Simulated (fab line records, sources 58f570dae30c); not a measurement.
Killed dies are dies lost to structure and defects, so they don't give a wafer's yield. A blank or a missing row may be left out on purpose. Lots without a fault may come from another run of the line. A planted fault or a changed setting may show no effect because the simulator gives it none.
One fault seen from 2 desks | flow berkeley_cmos170 | each desk has only its own numbers; what lay behind them comes last

THE METROLOGY DESK
What the gauges read, lot by lot, whatever tool the lot ran on: means of the sampled wafers that have a number. A lot is out of limits, marked OUT, if its mean lies more than 4 standard deviations from the usual mean; the brackets give that distance.
Columns: A = START_OXIDE_THK at UCB170_START_THK_MEAS_03, usual 18.2 nm; B = NWELL_NITRIDE_THK at UCB170_NWELL_THK_MEAS_05, usual 224.0 nm; C = V2_POLISHED_THK at UCB170_V2_THK_MEAS_04, usual 999.4 nm
lot  | first seen here | A    | B     | C
L403 | day 1 20:36     | 17.7 | 226.0 | 1000.5
L404 | day 2 02:12     | 18.4 | 227.9 | 999.5
L407 | day 2 14:53     | 17.8 | 222.0 | 999.6
L408 | day 3 00:28     | 18.0 | 223.1 | 999.4
L409 | day 3 00:28     | 17.8 | 223.4 | 999.3
L410 | day 3 07:35     | 18.3 | 218.2 | 1000.3
L411 | day 3 12:00     | 18.1 | 221.8 | 999.2
L412 | day 3 16:47     | 18.2 | 229.6 | 998.8
L417 | day 4 17:07     | 17.9 | 227.0 | 999.8
L419 | day 5 03:31     | 19.0 | 225.7 | 1002.4
L420 | day 5 08:37     | 17.1 | 221.9 | 999.1
L422 | day 5 18:14     | 18.9 | 226.9 | 998.3
L423 | day 6 01:10     | 18.7 | 225.6 | 1000.0
L424 | day 6 03:56     | 19.2 | 223.3 | 998.8
L425 | day 6 09:08     | 17.8 | 223.8 | 999.5
This desk's finding: nothing out of limits on any of the 15 lots.

THE TOOL OWNER'S DESK: krf_scanner-01
The tool's own readings at UCB170_M3_EXPOSE_12 (exposes mask METAL3, target cd 700 nm): means of the sampled wafers that have a number, for each lot that ran on this tool. A lot is out of limits, marked OUT, if its mean lies more than 4 standard deviations from the usual mean; the brackets give that distance.
Columns: A = exposure_dose_mJ_cm2 at UCB170_M3_EXPOSE_12, usual 26.021; B = focus_offset_nm at UCB170_M3_EXPOSE_12, usual 0.0 nm; C = stage_vel_mm_s at UCB170_M3_EXPOSE_12, usual 499.98 mm/s
lot  | first seen here | A      | B    | C
L403 | day 7 18:17     | 26.034 | 0.1  | 500.55
L404 | day 8 10:59     | 26.027 | -0.3 | 499.83
L408 | day 9 06:49     | 26.012 | -0.3 | 500.04
L412 | day 10 01:26    | 26.032 | -0.2 | 500.28
L422 | day 11 15:51    | 26.007 | -0.4 | 500.10
L424 | day 12 03:14    | 26.004 | -0.6 | 500.00
L423 | day 12 03:37    | 25.998 | 0.3  | 500.04
L425 | day 12 06:38    | 26.013 | 0.1  | 500.12
This desk's finding: nothing out of limits on any of the 8 lots.

PUT TOGETHER
The metrology desk saw nothing out of limits.
The tool owner's desk saw nothing out of limits.

WHAT THE SIMULATOR HAD PUT IN
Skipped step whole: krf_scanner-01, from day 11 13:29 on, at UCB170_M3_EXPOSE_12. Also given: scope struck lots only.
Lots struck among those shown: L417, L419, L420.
